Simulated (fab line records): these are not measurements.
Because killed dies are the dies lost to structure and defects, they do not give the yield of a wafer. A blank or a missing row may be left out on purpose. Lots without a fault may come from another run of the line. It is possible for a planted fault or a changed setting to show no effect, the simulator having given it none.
Problem report in the 8D (eight disciplines) form, filled by code / flow berkeley_cmos170 / the parts of the form that need people (team, actions taken, sign-off) are left out

1. PROBLEM STATEMENT
At UCB170_M3_CD_MEAS_15, cd_nm averages 810.4 nm over 9 wafers from 3 lots, while fault-free wafers read 700.3 nm, standard deviation 1.4. Measured from the usual mean, that is +79 standard deviations.
The step: target cd 700 nm.
Seen first at day 10 09:22 on cd_sem-01, wafer L516.3. At this step, 45 wafers from 15 lots have a number in the record. Rule for "out", or "out of limits": more than 4 standard deviations from the usual mean. All remaining wafers that have a number are taken as sound.

2. WHAT IT IS; WHAT IT IS NOT
question=which readings at this step | is=cd_nm | is not=-
question=which lots | is=L514, L516, L517 | is not=L504, L505, L507, L508, L510, L512, L513, L515, L524, L525, L526, L527
question=which wafers of those lots | is=all that have a number | is not=-
question=read on which gauges | is=cd_sem-01, cd_sem-02 | is not=-
question=when | is=from day 10 09:22 | is not=up to then (24 sound wafers); but 12 sound wafers of L524, L525, L526, L527 came after

3. SUSPECTS, AND WHAT RULES EACH OUT
Counting: a tool at any process step up to the reading remains a suspect when it ran all the lots that are out and ran no sound lot after the first of those.
- the gauge at UCB170_M3_CD_MEAS_15: ruled out. Those wafers that are out were read across 2 gauges (cd_sem-01, cd_sem-02).
- litho_track-02 at UCB170_M3_PEB_13: kept. Every lot that is out went through it, starting with L516 (day 10 09:07), and after that it ran no sound lot; the last sound lot it ran before then is L515 (day 9 17:52). On those wafers its own readings are out: heater_power_total_W, plate_temp_C.
After counting, what remains is litho_track-02 at UCB170_M3_PEB_13.

4. THE CAUSE (what the simulator had put in)
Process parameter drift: litho_track-02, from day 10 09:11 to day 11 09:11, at UCB170_M3_PEB_13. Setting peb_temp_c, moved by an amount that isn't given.
This tool alone remained once counting was done.

5. THE CHAIN OF EFFECTS, in route order
Each row: a reading where the mean over the struck wafers with a number is more than 3 standard deviations away from the usual. Only readings whose record carries a usual standard deviation are examined. hours: median over the lots of the time between each lot's start at the first step of this table that gives one and its start at this step. sigmas: the change, counted in usual standard deviations.
hours=0; step=UCB170_M3_PEB_13; reading=heater_power_total_W; usual=56.80 W; on struck wafers=50.74; change=-6.06; sigmas=-99 or more
hours=0; step=UCB170_M3_PEB_13; reading=plate_temp_C; usual=130.00 C; on struck wafers=119.25; change=-10.75; sigmas=-77
hours=0; step=UCB170_M3_CD_MEAS_15; reading=cd_nm; usual=700.3 nm; on struck wafers=810.4; change=+110.1; sigmas=+79
Its process steps:
- UCB170_M3_PEB_13

6. WHAT WOULD HAVE CAUGHT IT SOONER
In this record the first reading out of limits at a measuring or inspecting step was taken at day 10 09:22, 0 hours after the fault began at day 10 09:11.
The tool's own readings at UCB170_M3_PEB_13 were out on every struck wafer that the step has a row for (heater_power_total_W, plate_temp_C): an alarm limit on them would have fired on the first of those.
Among the 3 lots that are out, L514, L517 began UCB170_M3_PEB_13 on litho_track-02 after day 10 09:22. A hold on the tool at that time would have spared those 2.
